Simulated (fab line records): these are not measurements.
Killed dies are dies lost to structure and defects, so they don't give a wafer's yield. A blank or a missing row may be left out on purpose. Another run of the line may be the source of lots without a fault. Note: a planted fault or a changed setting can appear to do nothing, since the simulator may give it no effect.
fab line records	flow rit-cmos
record: lots: 6	wafers: 18	last-day: 7
route steps=202 shown PRETRO@69 GATE@75 FOX2@80 REOX@98 NLDD@103 M1@202
lots untouched by any fault: they come from a run of this same line in which no faults occurred
start-h: hours from the record's first day to the start of the lot's first wafer shown	wait-h: hours elapsed since this lot's preceding step	" same as the row above	L1.1+2: a row that stands for several wafers	- no value, or no start given	* or withheld: withheld	< > ~ a bound
route shown NAME@n: names a module that has steps shown in the file, with the first one's number in the route	usual: average and standard deviation across the fault-free wafers	same: alike in all rows	chamber/n: place in a boat	sites: each site's reading	_std_site: their standard deviation	_edge_site: mean of outer sites minus mean of inner sites	radius-mm: for every site, how far away it sits from the centre of the wafer	mask NAME#n: copy n	behind: the most recent tool/chamber to have shaped the wafer	hold: the reason the lot was held/the length of the hold in hours/how it ended	device: transistor that didn't switch, given as n, p or np	end of line: tests of these same wafers at the route's end	where a step has no rows: the recipe by itself	killed: the dies lost at the first sort to structure and to defects; this is not the yield of the wafer	map: dies across one wafer; x = killed, . = not, _ = none there
set.NAME: the setting that was run; set.NAME@STEP: the one run at that earlier step	model.NAME: the simulator's own value behind a step, which no gauge read
lots seen at some steps along the route; tables by step, rows by wafer
services: the hour from which a tool's chamber was out of use, counted from the record's first day as start-h (under 0 if before that day), plus the number of hours and why
== steps ==
step: RIT_PRETRO_DEVELOP_05
recipe: resist: NOVOLAK	develop-time-s: 68	dev-temp-c: 23
step: RIT_PRETRO_OVL_MEAS_06
usual: PRETRO_OVL: 0.0/1.4
lot.wafer	tool	chamber	start-h	wait-h	PRETRO_OVL[nm]
L734.1	overlay-02	-	33.66	-	0.7
L734.3	"	-	"	"	-0.5
L734.5	"	-	"	"	-1.4
L741.4	overlay-02	-	66.66	-	0.0
L741.5	"	-	"	"	0.1
L741.6	"	-	"	"	-1.2
L750.3	overlay-02	-	112.83	-	0.6
L750.4	"	-	"	"	0.9
L750.6	"	-	"	"	1.5
L751.2	overlay-02	-	118.18	-	3.3
L751.4	"	-	"	"	1.2
L751.6	"	-	"	"	-0.2
L754.2	overlay-02	-	139.46	-	1.6
L754.3	"	-	"	"	2.1
L754.6	"	-	"	"	0.8
L756.2	overlay-02	-	143.71	-	-0.8
L756.3	"	-	"	"	-1.0
L756.4	"	-	"	"	0.1
step: RIT_PRETRO_HARDBAKE_07
recipe: resist: NOVOLAK	temp-c: 140	time-s: 120
step: RIT_PRETRO_IMPLANT_08
recipe: species: B	energy-kev: 44.22	dose-cm2: 1.2e+13	tilt-deg: 7
step: RIT_PRETRO_STRIP_09
recipe: chemistry: O2	time-s: 180	resist: NOVOLAK	platen-temp-c: withheld	power-w: 500	pressure-mtorr: 4000	o2-flow-sccm: 4000
usual: drypump-motor-current-A: 5.97/0.26
same: time-s: 180
lot.wafer	tool	chamber	start-h	wait-h	drypump-motor-current-A	rf-hours-counter-h
L734.1	plasma-asher-03	1	34.10	0.1	5.97	26
L734.3	"	1	"	"	5.96	-
L734.5	"	1	"	"	5.95	-
L741.4	plasma-asher-04	0	67.14	0.1	6.05	-
L741.5	"	0	"	"	6.05	-
L741.6	"	1	"	"	6.35	-
L750.3	plasma-asher-03	1	113.31	0.1	5.94	-
L750.4	"	0	"	"	6.18	-
L750.6	"	1	"	"	5.94	-
L751.2	plasma-asher-04	1	118.61	0.1	6.37	45
L751.4	"	1	"	"	6.44	-
L751.6	"	1	"	"	6.39	-
L754.2	plasma-asher-03	1	139.89	0.1	5.97	37
L754.3	"	0	"	"	6.13	-
L754.6	"	0	"	"	6.13	-
L756.2	plasma-asher-04	0	144.14	0.1	6.06	48
L756.3	"	0	"	"	6.03	-
L756.4	"	1	"	"	6.41	-
step: RIT_PRETRO_TW_MEAS_10
usual: PRETRO_TW: 472/6.7
lot.wafer	tool	chamber	start-h	wait-h	PRETRO_TW
L734.1	film-metro-01	-	34.27	0.1	468
L734.3	"	-	"	"	470
L734.5	"	-	"	"	467
L741.4	film-metro-03	-	67.28	0.1	482
L741.5	"	-	"	"	483
L741.6	"	-	"	"	480
L750.3	film-metro-02	-	113.45	0.1	471
L750.4	"	-	"	"	473
L750.6	"	-	"	"	467
L751.2	film-metro-01	-	118.80	0.1	465
L751.4	"	-	"	"	465
L751.6	"	-	"	"	465
L754.2	film-metro-02	-	140.08	0.1	470
L754.3	"	-	"	"	471
L754.6	"	-	"	"	470
L756.2	film-metro-03	-	144.33	0.1	476
L756.3	"	-	"	"	478
L756.4	"	-	"	"	482
step: RIT_GATE_WET_ETCH_00
recipe: chemistry: BOE	target: SiO2	target-depth-nm: 56	time-s: 60	dry: n2-spin	dilution: 10:1	temp-c: 21.5
step: RIT_GATE_CLEAN_01
recipe: chemistry: SC1	mix: 3:3:50	time-s: 600	temp-c: 75
step: RIT_GATE_CLEAN_02
recipe: chemistry: dHF	dilution: 50:1	time-s: 30
step: RIT_GATE_CLEAN_03
recipe: chemistry: SC2	mix: 3:3:50	time-s: 600	temp-c: 75	dry: n2-spin
step: RIT_GATE_CLEAN_04
recipe: chemistry: dHF	dilution: 50:1	time-s: 60	dry: n2-spin
step: RIT_FOX2_THK_MEAS_91
recipe: reads: SiO2_of_FOX2_OXIDATION_00
usual: FIELD_OXIDE_LEFT_2_THK: 255/6.4
lot.wafer	tool	chamber	start-h	wait-h	FIELD_OXIDE_LEFT_2_THK[nm]
L734.1	film-metro-03	-	34.75	0.0	249
L734.3	"	-	"	"	245
L734.5	"	-	"	"	250
L741.4	film-metro-04	-	67.76	0.0	266
L741.5	"	-	"	"	271
L741.6	"	-	"	"	263
L750.3	film-metro-03	-	113.92	0.0	259
L750.4	"	-	"	"	253
L750.6	"	-	"	"	256
L751.2	film-metro-03	-	119.27	0.0	264
L751.4	"	-	"	"	259
L751.6	"	-	"	"	260
L754.2	film-metro-02	-	140.56	0.0	260
L754.3	"	-	"	"	256
L754.6	"	-	"	"	261
L756.2	film-metro-03	-	144.81	0.0	256
L756.3	"	-	"	"	257
L756.4	"	-	"	"	255
step: RIT_GATE_OXIDATION_05
recipe: temp-c: 900	ambient: O2	target-thk-a: 30	ox-time-s: 270
usual: spike-tc-load-C: 927/4.8
lot.wafer	tool	chamber	start-h	wait-h	spike-tc-load-C
L734.1	furnace-01	0	35.11	0.3	923
L734.3	"	0	"	"	924
L734.5	"	0	"	"	924
L741.4	furnace-04	0	67.96	0.2	926
L741.5	"	0	"	"	927
L741.6	"	0	"	"	925
L750.3	furnace-01	0	119.30	5.4	923
L750.4	"	0	"	"	924
L750.6	"	0	"	"	922
L751.2	furnace-01	0	122.30	3.0	924
L751.4	"	0	"	"	922
L751.6	"	0	"	"	922
L754.2	furnace-03	0	140.84	0.3	936
L754.3	"	0	"	"	935
L754.6	"	0	"	"	934
L756.2	furnace-04	0	144.86	0.0	925
L756.3	"	0	"	"	925
L756.4	"	0	"	"	925
step: RIT_GATE_ANNEAL_06
recipe: temp-c: 900	time-s: 600	ambient: N2O
step: RIT_GATE_THK_MEAS_07
recipe: reads: SiO2_of_GATE_OXIDATION_05
usual: GATE_OXIDE_THK: 3.00/0.053
lot.wafer	tool	chamber	start-h	wait-h	GATE_OXIDE_THK[nm]
L734.1	film-metro-04	-	38.19	0.0	3.04
L734.3	"	-	"	"	2.96
L734.5	"	-	"	"	3.02
L741.4	film-metro-04	-	69.32	0.0	3.00
L741.5	"	-	"	"	2.98
L741.6	"	-	"	"	2.97
L750.3	film-metro-04	-	124.40	0.0	2.99
L750.4	"	-	"	"	3.01
L750.6	"	-	"	"	3.02
L751.2	film-metro-03	-	124.41	0.0	3.00
L751.4	"	-	"	"	2.97
L751.6	"	-	"	"	2.94
L754.2	film-metro-04	-	142.18	0.0	3.00
L754.3	"	-	"	"	2.95
L754.6	"	-	"	"	3.06
L756.2	film-metro-03	-	150.06	0.0	3.02
L756.3	"	-	"	"	3.03
L756.4	"	-	"	"	3.01
step: RIT_GATE_CVD_08
recipe: material: poly-Si	target-thk-nm: 250	temp-c: 610	precursor: SiH4	time-s: 2220	pressure-mtorr: 300	sih4-flow-sccm: 100
step: RIT_GATE_THK_MEAS_09
recipe: reads: poly-Si_of_GATE_CVD_08
usual: GATE_POLY_THK: 250.5/2.3
lot.wafer	tool	chamber	start-h	wait-h	GATE_POLY_THK[nm]
L734.1	film-metro-04	-	40.72	0.0	253.3
L734.3	"	-	"	"	253.3
L734.5	"	-	"	"	252.9
L741.4	film-metro-03	-	72.08	0.0	252.2
L741.5	"	-	"	"	252.0
L741.6	"	-	"	"	249.4
L750.3	film-metro-03	-	126.07	0.0	250.0
L750.4	"	-	"	"	251.6
L750.6	"	-	"	"	249.7
L751.2	film-metro-04	-	126.23	0.0	246.6
L751.4	"	-	"	"	249.6
L751.6	"	-	"	"	249.1
L754.2	film-metro-03	-	143.86	0.0	250.3
L754.3	"	-	"	"	250.3
L754.6	"	-	"	"	251.2
L756.2	film-metro-02	-	151.74	0.0	248.9
L756.3	"	-	"	"	247.4
L756.4	"	-	"	"	246.3
step: RIT_GATE_HMDS_10
recipe: prime-time-s: 60	prime-temp-c: 140
step: RIT_GATE_COAT_11
recipe: resist: NOVOLAK	spin-rpm: 4250	resist-thk-nm: 850
step: RIT_GATE_SOFTBAKE_12
recipe: resist: NOVOLAK	temp-c: 90	time-s: 59.16
step: RIT_GATE_EXPOSE_13
recipe: mask-id: M6	na: 0.6	source-shape: conventional	sigma-outer: 0.6	target-cd-nm: 150	dose-mj: 380
step: RIT_GATE_PEB_14
recipe: resist: NOVOLAK	temp-c: withheld	time-s: withheld
step: RIT_GATE_DEVELOP_15
recipe: resist: NOVOLAK	develop-time-s: 50	dev-temp-c: 23
step: RIT_GATE_CD_MEAS_16
recipe: target-cd-nm: 150
usual: cd-nm: 149.0/2.2
lot.wafer	tool	chamber	start-h	wait-h	cd-nm
L734.1	cd-sem-02	-	41.79	-	148.3
L734.3	"	-	"	"	146.4
L734.5	"	-	"	"	146.2
L741.4	cd-sem-02	-	73.02	-	148.3
L741.5	"	-	"	"	147.1
L741.6	"	-	"	"	147.4
L750.3	cd-sem-02	-	127.00	-	149.0
L750.4	"	-	"	"	148.9
L750.6	"	-	"	"	148.1
L751.2	cd-sem-01	-	127.27	-	152.2
L751.4	"	-	"	"	151.7
L751.6	"	-	"	"	150.9
L754.2	cd-sem-01	-	144.78	-	148.8
L754.3	"	-	"	"	146.5
L754.6	"	-	"	"	148.1
L756.2	cd-sem-02	-	152.66	-	150.9
L756.3	"	-	"	"	153.6
L756.4	"	-	"	"	152.9
step: RIT_GATE_OVL_MEAS_17
usual: GATE_OVL: -0.6/1.4
lot.wafer	tool	chamber	start-h	wait-h	GATE_OVL[nm]
L734.1	overlay-01	-	41.91	0.1	1.4
L734.3	"	-	"	"	-1.1
L734.5	"	-	"	"	0.2
L741.4	overlay-02	-	73.10	0.1	0.0
L741.5	"	-	"	"	-0.2
L741.6	"	-	"	"	1.4
L750.3	overlay-01	-	127.13	0.1	-2.1
L750.4	"	-	"	"	-2.1
L750.6	"	-	"	"	-2.3
L751.2	overlay-01	-	127.37	0.1	-1.2
L751.4	"	-	"	"	-1.5
L751.6	"	-	"	"	0.4
L754.2	overlay-01	-	144.88	0.1	-2.3
L754.3	"	-	"	"	-2.5
L754.6	"	-	"	"	-3.9
L756.2	overlay-02	-	152.76	0.1	0.1
L756.3	"	-	"	"	0.7
L756.4	"	-	"	"	1.1
step: RIT_GATE_HARDBAKE_18
recipe: resist: NOVOLAK	temp-c: 140	time-s: 60
step: RIT_GATE_ETCH_19
recipe: chemistry: SF6/CHF3/O2	time-s: 165	SF6_flow_sccm: 30	CHF3_flow_sccm: 30	O2_flow_sccm: 5	target: poly-Si	pressure-mtorr: 40	rf-w: 160	target-depth-a: 3125	over-etch-frac: 0.25	stop-on: SiO2
usual: drypump-motor-current-A: 6.0/0.32	he-backside-leak-sccm: 2.70/0.17	oes-product-au: 0.848/0.0095	rf-fwd-power-W: 159.2/0.51	throttle-valve-pct: 10.30/0.14
same: time-s: 165
lot.wafer	tool	chamber	start-h	wait-h	drypump-motor-current-A	he-backside-leak-sccm	oes-product-au	rf-fwd-power-W	rf-hours-counter-h	throttle-valve-pct
L734.1	rie-si-02	3	42.10	0.1	6.1	2.70	0.849	159.4	160	10.43
L734.3	"	0	"	"	6.0	2.49	0.847	159.3	98	10.50
L734.5	"	2	"	"	6.3	3.03	0.843	159.9	-	10.10
L741.4	rie-si-01	3	73.32	0.1	6.3	2.56	0.860	159.5	-	10.17
L741.5	"	1	"	"	6.4	2.86	0.856	158.9	-	10.21
L741.6	"	0	"	"	5.7	2.68	0.845	160.1	-	10.37
L750.3	rie-si-02	0	127.40	0.1	6.0	2.53	0.844	158.6	99	10.50
L750.4	"	1	"	"	5.8	2.82	0.845	159.4	1	10.33
L750.6	"	2	"	"	6.3	2.77	0.845	159.2	-	10.09
L751.2	rie-si-01	1	127.55	0.1	6.4	2.76	0.841	159.4	1	10.21
L751.4	"	0	"	"	5.7	2.88	0.845	159.0	5	10.37
L751.6	"	0	"	"	5.7	2.87	0.836	159.2	-	10.36
L754.2	rie-si-02	0	145.06	0.1	5.9	2.51	0.850	159.0	99	10.50
L754.3	"	1	"	"	5.8	2.82	0.842	158.9	1	10.34
L754.6	"	0	"	"	6.0	2.50	0.840	158.2	-	10.49
L756.2	rie-si-02	3	152.94	0.1	6.1	2.44	0.853	159.6	1	10.46
L756.3	"	0	"	"	5.9	2.55	0.834	158.1	99	10.49
L756.4	"	2	"	"	6.3	2.68	0.842	159.2	0	10.09
step: RIT_GATE_STRIP_20
recipe: chemistry: O2	time-s: 180	resist: NOVOLAK	platen-temp-c: withheld	power-w: 500	pressure-mtorr: 4000	o2-flow-sccm: 4000
usual: drypump-motor-current-A: 6.09/0.19
same: time-s: 180
lot.wafer	tool	chamber	start-h	wait-h	drypump-motor-current-A	rf-hours-counter-h
L734.1	plasma-asher-03	0	42.21	0.1	6.18	27
L734.3	"	0	"	"	6.16	-
L734.5	"	0	"	"	6.15	-
L741.4	plasma-asher-03	0	73.43	0.1	6.17	-
L741.5	"	1	"	"	5.94	-
L741.6	"	0	"	"	6.16	-
L750.3	plasma-asher-02	0	127.56	0.1	6.02	-
L750.4	"	1	"	"	5.72	-
L750.6	"	1	"	"	5.73	-
L751.2	plasma-asher-03	1	127.66	0.1	5.94	36
L751.4	"	0	"	"	6.13	-
L751.6	"	1	"	"	5.94	-
L754.2	plasma-asher-04	1	145.17	0.1	6.42	48
L754.3	"	1	"	"	6.41	-
L754.6	"	1	"	"	6.48	-
L756.2	plasma-asher-04	1	153.05	0.1	6.41	49
L756.3	"	1	"	"	6.42	-
L756.4	"	0	"	"	6.03	-
step: RIT_GATE_CD_MEAS_90
recipe: target-cd-nm: 150
usual: cd-nm: 148.9/2.1
lot.wafer	tool	chamber	start-h	wait-h	cd-nm
L734.1	cd-sem-01	-	42.38	0.1	148.3
L734.3	"	-	"	"	146.2
L734.5	"	-	"	"	146.1
L741.4	cd-sem-02	-	73.61	0.1	148.4
L741.5	"	-	"	"	146.8
L741.6	"	-	"	"	147.3
L750.3	cd-sem-02	-	127.72	0.1	148.7
L750.4	"	-	"	"	148.6
L750.6	"	-	"	"	148.3
L751.2	cd-sem-01	-	127.86	0.1	152.1
L751.4	"	-	"	"	152.3
L751.6	"	-	"	"	151.1
L754.2	cd-sem-01	-	145.37	0.1	148.7
L754.3	"	-	"	"	146.4
L754.6	"	-	"	"	148.3
L756.2	cd-sem-01	-	153.24	0.1	151.0
L756.3	"	-	"	"	153.7
L756.4	"	-	"	"	152.7
step: RIT_REOX_CLEAN_00
recipe: chemistry: SC1	mix: 3:3:50	time-s: 600	temp-c: 76.21
step: RIT_REOX_CLEAN_01
recipe: chemistry: dHF	dilution: 50:1	time-s: 30
step: RIT_REOX_CLEAN_02
recipe: chemistry: SC2	mix: 3:3:50	time-s: 600	temp-c: 75	dry: n2-spin
step: RIT_REOX_OXIDATION_03
recipe: temp-c: 900	ambient: O2	target-thk-a: 252	ox-time-s: 5580
step: RIT_REOX_THK_MEAS_04
recipe: reads: SiO2_of_REOX_OXIDATION_03
usual: REOX_OXIDE_THK: 25.1/0.45
lot.wafer	tool	chamber	start-h	wait-h	REOX_OXIDE_THK[nm]
L734.1	film-metro-03	-	45.42	0.0	25.3
L734.3	"	-	"	"	25.7
L734.5	"	-	"	"	25.5
L741.4	film-metro-01	-	76.65	0.0	24.6
L741.5	"	-	"	"	25.1
L741.6	"	-	"	"	25.3
L751.2	film-metro-03	-	131.54	0.0	25.3
L751.4	"	-	"	"	25.6
L751.6	"	-	"	"	25.1
L750.3	film-metro-04	-	131.55	0.0	25.0
L750.4	"	-	"	"	25.4
L750.6	"	-	"	"	25.5
L754.2	film-metro-01	-	149.81	0.0	24.3
L754.3	"	-	"	"	24.6
L754.6	"	-	"	"	24.3
L756.2	film-metro-01	-	157.92	0.0	25.0
L756.3	"	-	"	"	25.2
L756.4	"	-	"	"	25.1
step: RIT_NLDD_HMDS_00
recipe: prime-time-s: 60	prime-temp-c: 140
step: RIT_NLDD_COAT_01
recipe: resist: NOVOLAK	spin-rpm: 3250	resist-thk-nm: 1000
step: RIT_NLDD_SOFTBAKE_02
recipe: resist: NOVOLAK	temp-c: 90	time-s: 60
step: RIT_NLDD_EXPOSE_03
recipe: mask-id: M7	na: 0.57	target-cd-nm: 40700	dose-mj: 250
step: RIT_NLDD_PEB_04
recipe: resist: NOVOLAK	temp-c: withheld	time-s: withheld
step: RIT_NLDD_DEVELOP_05
recipe: resist: NOVOLAK	develop-time-s: 50	dev-temp-c: 23
step: RIT_NLDD_OVL_MEAS_06
usual: NLDD_OVL: -0.3/1.6
lot.wafer	tool	chamber	start-h	wait-h	NLDD_OVL[nm]
L734.1	overlay-02	-	46.46	-	2.3
L734.3	"	-	"	"	1.4
L734.5	"	-	"	"	1.5
L741.4	overlay-01	-	77.67	-	-1.2
L741.5	"	-	"	"	1.7
L741.6	"	-	"	"	-1.5
L750.3	overlay-01	-	132.67	-	-0.9
L750.4	"	-	"	"	-1.4
L750.6	"	-	"	"	-0.1
L751.2	overlay-01	-	132.95	-	-1.5
L751.4	"	-	"	"	0.5
L751.6	"	-	"	"	-1.2
L754.2	overlay-01	-	150.86	-	-1.9
L754.3	"	-	"	"	0.1
L754.6	"	-	"	"	-0.1
L756.2	overlay-01	-	158.95	-	-0.9
L756.3	"	-	"	"	-2.6
L756.4	"	-	"	"	-0.7
step: RIT_NLDD_HARDBAKE_07
recipe: resist: NOVOLAK	temp-c: 140	time-s: 60
step: RIT_M1_PROBE_99
usual: killed-at-front-end: 6.6/2.8	killed-dies: 6.6/2.8	killed-on-rim: 1.8/1.2	killed-open: 3.3/1.9	killed-short: 3.2/1.8
same: gross-dies: 264	killed_at_M0_to_M3: 0	killed_at_M4_up: 0	killed-at-back-side: 0	killed-at-contacts: 0	killed-at-other: 0
lot.wafer	tool	chamber	start-h	wait-h	hold	killed-at-front-end	killed-dies	killed-on-rim	killed-open	killed-short
L734.1	prober-02	-	62.41	0.1	-	2	2	1	1	1
L734.3	prober-02	-	62.51	0.2	-	4	4	3	0	4
L734.5	prober-02	-	62.61	0.2	-	9	9	2	6	3
L741.4	prober-01	-	93.38	0.2	-	8	8	1	6	2
L741.5	prober-01	-	93.43	0.2	-	8	8	1	6	2
L741.6	prober-01	-	93.48	0.2	-	10	10	2	7	3
L750.3	prober-02	-	148.31	0.2	await-dispo/5.4h/release	118	118	36	1	0
L750.4	prober-02	-	148.36	0.2	await-dispo/5.4h/release	102	102	19	2	3
L750.6	prober-02	-	148.46	0.2	await-dispo/5.4h/release	123	123	35	2	2
L751.2	prober-01	-	149.76	0.1	await-dispo/2.0h/release	117	117	29	0	3
L751.4	prober-01	-	149.86	0.2	await-dispo/2.0h/release	114	114	37	6	4
L751.6	prober-01	-	149.96	0.2	await-dispo/2.0h/release	104	104	31	2	1
L754.2	prober-02	-	167.69	0.1	-	2	2	0	1	1
L754.3	prober-02	-	167.74	0.2	-	4	4	1	3	1
L754.6	prober-02	-	167.89	0.2	-	7	7	1	3	4
L756.2	prober-02	-	174.80	0.1	-	4	4	1	2	2
L756.3	prober-02	-	174.85	0.2	-	8	8	2	7	1
L756.4	prober-02	-	174.90	0.2	-	4	4	1	2	2
killed by level:class
L734.1 FOX1:geometric-particle:short=1 SILICIDE:geometric-particle:open=1
L734.3 REOX:geometric-particle:short=2 FOX1:geometric-particle:short=1 GATE:geometric-particle:short=1
L734.5 FOX1:geometric-particle:open=3 FOX1:geometric-particle:short=2 FOX2:geometric-particle:open=1 FOX2:geometric-particle:short=1 GATE:geometric-particle:open=1 SILICIDE:geometric-particle:open=1
L741.4 SPACER:geometric-particle:open=2 FOX1:geometric-particle:open=1 FOX1:geometric-particle:short=1 FOX2:geometric-particle:short=1 FOX2:geometric-particle:open=1 GATE:geometric-particle:open=1 REOX:geometric-particle:open=1
L741.5 GATE:geometric-particle:open=3 SPACER:geometric-particle:open=2 FOX1:geometric-particle:short=1 REOX:geometric-particle:open=1 SPACER:geometric-particle:short=1
L741.6 GATE:geometric-particle:open=2 SPACER:geometric-particle:open=2 FOX1:geometric-particle:open=1 FOX2:geometric-particle:open=1 GATE:geometric-particle:short=1 REOX:geometric-particle:short=1 REOX:geometric-particle:open=1 SPACER:geometric-particle:short=1
L750.3 GATE:unspecified=117 FOX1:geometric-particle:open=1
L750.4 GATE:unspecified=97 SILICIDE:geometric-particle:short=2 FOX1:geometric-particle:short=1 FOX1:geometric-particle:open=1 REOX:geometric-particle:open=1
L750.6 GATE:unspecified=119 GATE:geometric-particle:short=1 GATE:geometric-particle:open=1 REOX:geometric-particle:open=1 SILICIDE:geometric-particle:short=1
L751.2 GATE:unspecified=114 GATE:geometric-particle:short=2 FOX1:geometric-particle:short=1
L751.4 GATE:unspecified=104 SPACER:geometric-particle:open=2 SILICIDE:geometric-particle:short=2 FOX1:geometric-particle:open=1 GATE:geometric-particle:open=1 REOX:geometric-particle:open=1 REOX:geometric-particle:short=1 SPACER:geometric-particle:short=1
L751.6 GATE:unspecified=101 FOX1:geometric-particle:open=1 REOX:geometric-particle:short=1 SILICIDE:geometric-particle:open=1
L754.2 FOX2:geometric-particle:short=1 SILICIDE:geometric-particle:open=1
L754.3 GATE:geometric-particle:open=3 FOX1:geometric-particle:short=1
L754.6 GATE:geometric-particle:short=2 REOX:geometric-particle:open=2 REOX:geometric-particle:short=1 SILICIDE:geometric-particle:open=1 SILICIDE:geometric-particle:short=1
L756.2 GATE:geometric-particle:open=2 GATE:geometric-particle:short=1 SILICIDE:geometric-particle:short=1
L756.3 GATE:geometric-particle:open=3 SILICIDE:geometric-particle:open=2 FOX1:geometric-particle:open=1 REOX:geometric-particle:open=1 REOX:geometric-particle:short=1
L756.4 FOX1:geometric-particle:short=1 GATE:geometric-particle:short=1 GATE:geometric-particle:open=1 SPACER:geometric-particle:open=1
map L750.6 (x killed, . not)
________x....xx_______
_____..x..x...xx.x____
____..xxxx..x..x.xx___
___.xx....xxxxx...xx__
__.x..x.x....x.x.xx.._
__.x.x..x.x.x..xx..xx_
_.x..x.x...x..xxxx..xx
_...x.x.x..xx....x...x
_..x.xxx.xxx..x..x...x
_....xx..x.x.x.xx.xx..
__xxxxxx.xx...x..xx.._
__xxx.xxx..xxxx...x.x_
___x..xx..xx.x.x...x__
____x.x....x.....xx___
_____.x.x.xxx...xx____
________...xx.x_______
map L751.2 (x killed, . not)
________xx....x_______
_____.x..xx..xx.xx____
____...xxxx..x.xx..___
___..xxx...x.xx.....__
__.xxxx.x..x...xxx.x._
__x..x.x....x.xx.xx.._
_x.xxxxx.x.....xxxx.xx
_..x..x.x.xx..xx..xxxx
_.x....x.....x.x...x..
_..xxx..x...x..x.xx.x.
__x.x..x.x.x....xx.xx_
__xx.....xx.xx....x.._
___x..x.x..x.....x.x__
____.x...xxx.x..x..___
_____x.xx.xx.x.x.x____
________..x.x.._______
== services ==
tool	chamber	start-h	hours	kind
furnace-03	-	18.86	3.1	pm
rie-si-02	1	38.09	-	clean
rie-si-02	1	38.09	15.8	scheduled-down
rie-si-02	1	38.09	15.8	vent-cycle
rie-si-01	0	43.35	1.8	repair
plasma-asher-02	-	47.67	6.0	repair
rie-si-01	2	53.24	-	clean
rie-si-01	2	53.24	26.2	scheduled-down
rie-si-01	2	53.24	26.2	vent-cycle
plasma-asher-03	-	57.27	5.9	repair
rie-si-02	3	63.58	-	clean
rie-si-02	3	63.58	22.2	scheduled-down
rie-si-02	3	63.58	22.2	vent-cycle
plasma-asher-02	-	77.79	6.2	repair
rie-si-02	2	89.36	-	clean
rie-si-02	2	89.36	14.7	scheduled-down
rie-si-02	2	89.36	14.7	vent-cycle
furnace-04	-	108.32	15.8	pm
plasma-asher-02	-	108.75	9.0	pm
plasma-asher-02	0	108.75	9.0	vent-cycle
rie-si-02	-	113.07	2.8	pm
rie-si-01	3	141.56	3.6	repair
furnace-01	-	144.96	2.9	pm
furnace-03	-	149.14	3.8	pm
== key ==
first-sign: step: RIT_M1_PROBE_99	reading: killed-at-front-end	direction: up	sigmas: 38	usual: 6.6	struck: 113
effect: step: RIT_M1_PROBE_99	reading: killed-dies	direction: up	sigmas: 38	usual: 6.6	struck: 113
met-at RIT_GATE_OXIDATION_05
struck-wafers L750.3,L750.4,L750.6,L751.2,L751.4,L751.6
tester-left-out L750,L751
onset-between 35.11 119.30
fault: kind: chamber-particle-source	tool: furnace-01	chamber: -	onset-h: 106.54	steps: RIT_GATE_OXIDATION_05	rate-per-visit-cm2: 1.0013	end-h: 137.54
tester-left-out: of these lots the tester's yield and bins aren't shown, on N5 and GAA mostly nor the transistor test; their killed dies are dies lost to structure and defects alone, not to doping, threshold or leakage, so they don't give the yield
